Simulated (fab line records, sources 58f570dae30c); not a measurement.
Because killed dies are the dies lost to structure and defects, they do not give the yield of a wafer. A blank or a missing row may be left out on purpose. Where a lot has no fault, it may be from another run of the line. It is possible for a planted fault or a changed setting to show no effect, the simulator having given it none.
Struck lot and sound lot, side by side || flow berkeley-cmos170 || 23 steps out of a route of 331
Sound: the wafers L683.1, L683.2, L683.5. Struck: wafers L693.2, L693.5, L693.6. Last of all comes the cause.
Each step with rows lists, per side, the tool, then ch with its chambers, then its first start. Under that, the readings that differ: sound wafers || struck wafers || difference of the means || sigmas: that difference in standard deviations of wafers without a fault.
alike: same words and numbers on both sides, and readings whose means sit less than 2 such deviations apart. not compared: any withheld reading, any reading some wafer has no value for, any bound like >300 that may hide the same value, and any number with overlapping values for which the record gives no deviation.
A row with sigmas, a row that says differs or no value, or rows on one side alone: a step with any of these is where the two part. Numbers that don't overlap but have no deviation are shown without sigmas and don't part them. A reading missing from all wafers of one side parts the sides only when that side holds two or more wafers.

first, 6 steps without rows for these wafers: UCB170_ZERO_HMDS_00 (prime time 60 s); UCB170_ZERO_COAT_01 (resist thk 900 nm); UCB170_ZERO_SOFTBAKE_02 (time 60 s); UCB170_ZERO_EXPOSE_03 (exposes mask PM MARKS, target cd 4000 nm); UCB170_ZERO_PEB_04; UCB170_ZERO_DEVELOP_05 (develop time 45 s).
UCB170_ZERO_ETCH_06: etches SiO2 in CHF3/CF4/Ar, time 12 s.
  sound on rie-diel-01 ch 0,3, day 2 19:05; struck on rie-diel-02 ch 0,1,2, day 4 17:03
  alike: drypump-motor-current-A, oes-product-au, throttle-valve-pct
  not compared: rf-hours-counter-h
UCB170_ZERO_STRIP_07: strips in O2.
  sound on plasma-asher-02 ch 0,1, day 2 19:06; struck on plasma-asher-01 ch 0,1, day 4 17:04
  alike: drypump-motor-current-A, o2-flow-sccm, oes-product-au, strip-time-to-endpoint-s
  not compared: rf-hours-counter-h
then, 2 steps without rows for these wafers: UCB170_NWELL_WET_ETCH_00 (etches SiO2 in dHF, time 200 s); UCB170_NWELL_OXIDATION_01 (target thk 26.4 nm, ox time 1260 s).
UCB170_NWELL_THK_MEAS_02:
  sound on film-metro-03 at day 3 00:25; struck on film-metro-01 at day 4 23:05
  alike: NWELL_OXIDE_THK
then, 1 step without rows for these wafers: UCB170_NWELL_ANNEAL_03 (time 900 s).
UCB170_NWELL_CVD_04: deposits Si3N4 from SiH2Cl2/NH3, target thk 224 nm, time 3360 s.
  sound on lpcvd-02 ch 0, day 3 07:27; struck on lpcvd-01 ch 0, day 5 04:55
{"reading": "zone-power-centre-pct (%)", "sound": "34.4 34.6 34.3", "struck": "38.0 37.9 38.3", "difference": "+3.6", "sigmas": "+3"}
  alike: spike-tc-source-C, zone-power-source-pct
UCB170_NWELL_THK_MEAS_05:
  sound on film-metro-01 at day 3 09:23; struck on film-metro-01 at day 5 06:52
{"reading": "NWELL_NITRIDE_THK (nm)", "sound": "224.9 225.9 224.3", "struck": "194.6 194.2 193.8", "difference": -30.8, "sigmas": -13}
then, 6 steps without rows for these wafers: UCB170_NWELL_HMDS_06 (prime time 60 s); UCB170_NWELL_COAT_07 (resist thk 900 nm); UCB170_NWELL_SOFTBAKE_08 (time 60 s); UCB170_NWELL_EXPOSE_09 (exposes mask NWELL, target cd 3000 nm); UCB170_NWELL_PEB_10; UCB170_NWELL_DEVELOP_11 (develop time 45 s).
UCB170_NWELL_OVL_MEAS_12:
  sound on overlay-01 at day 3 10:25; struck on overlay-02 at day 5 09:28
  alike: NWELL_OVL
UCB170_NWELL_ETCH_13: etches Si3N4 in CH3F/Ar/O2, stops on SiO2, target depth 246.4 nm, time 154 s.
  sound on rie-diel-01 ch 0,3, day 3 10:27; struck on rie-diel-03 ch 0,2,3, day 5 09:29
{"reading": "oes-product-au (a.u.)", "sound": "0.921 0.926 0.927", "struck": "0.861 0.836 0.846", "difference": -0.077, "sigmas": -6}
  alike: drypump-motor-current-A, throttle-valve-pct
  not compared: rf-hours-counter-h
following that, these wafers have no rows for 1 step: UCB170_NWELL_IMPLANT_14.

== WHERE THEY PART ==
At UCB170_NWELL_CVD_04 first; at UCB170_NWELL_ETCH_13 last (within this record only).

WHY: the cause the simulator had injected
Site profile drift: lpcvd-01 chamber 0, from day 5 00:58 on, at UCB170_NWELL_CVD_04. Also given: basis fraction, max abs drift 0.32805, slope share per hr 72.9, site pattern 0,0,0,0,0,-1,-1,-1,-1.
